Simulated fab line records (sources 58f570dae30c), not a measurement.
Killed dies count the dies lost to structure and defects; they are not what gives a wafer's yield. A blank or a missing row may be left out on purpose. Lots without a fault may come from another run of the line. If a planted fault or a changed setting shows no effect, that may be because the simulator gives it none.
What tool caused it? ; flow berkeley cmos170 ; 21 wafers from 7 lots sampled at 4 of the route's 331 steps

## WHAT THE GAUGES SHOWED, per wafer
UCB170_NLDD_TW_MEAS_11.
lot;measured;on;NLDD_TW
L451;day 7 11:01;film metro-03;2224 2245 2239
L453;day 7 10:28;film metro-01;2246 2232 2236
L463;day 9 18:44;film metro-01;2246 2243 2253
L467;day 10 17:44;film metro-03;2249 2255 2254
L469;day 11 01:58;film metro-03;2238 2238 2235
L473;day 12 05:34;film metro-01;2253 2258 2247

## WHICH TOOL RAN EACH LOT (tool, then ch and the chambers of the sampled wafers, then the start)
lot;UCB170_ZERO_STRIP_07;UCB170_PWELL_PEB_11;UCB170_PLDD_STRIP_10
L451;plasma asher-03 ch 0, day 2 02:18;litho track-03 ch 0, day 3 11:38;plasma asher-04 ch 0,1, day 7 09:08
L453;plasma asher-01 ch 0,1, day 2 12:50;litho track-01 ch 0, day 3 18:48;plasma asher-04 ch 0,1, day 7 08:35
L458;plasma asher-04 ch 0,1, day 3 14:38;litho track-01, day 5 01:44;-
L463;plasma asher-01 ch 0,1, day 4 15:41;litho track-02 ch 0, day 5 20:18;plasma asher-04 ch 0,1, day 9 16:23
L467;plasma asher-04 ch 0,1, day 5 11:13;litho track-03 ch 0, day 6 19:52;plasma asher-03 ch 0,1, day 10 15:41
L469;plasma asher-04 ch 0, day 5 20:17;litho track-03 ch 0, day 7 06:08;plasma asher-01 ch 1, day 11 00:05
L473;plasma asher-04 ch 0,1, day 6 17:05;litho track-01 ch 0, day 8 03:17;plasma asher-01 ch 0,1, day 12 02:34
- UCB170_ZERO_STRIP_07: strips in O2.
- UCB170_PWELL_PEB_11
- UCB170_PLDD_STRIP_10: strips in O2.

## THE ANSWER, worked out from the rows above alone
Rule: what is usual is taken from the lots themselves. Put in order of their means at a reading, lots are off if they are a third of the lots or fewer, leave a main group of 4 or more, and stand apart from it by a gap of 3 or more times the standard deviation of the main group's means; of several such gaps the widest counts. Not used: any main group whose means are identical at the precision the tables above print for the reading. A lot without any number at a reading at which 4 lots or more have one is off too. All remaining lots with rows at the step are treated as sound.
No lot is off at any reading shown: from this, nothing can be told.

## WHAT HAD BEEN PUT IN BY THE SIMULATOR
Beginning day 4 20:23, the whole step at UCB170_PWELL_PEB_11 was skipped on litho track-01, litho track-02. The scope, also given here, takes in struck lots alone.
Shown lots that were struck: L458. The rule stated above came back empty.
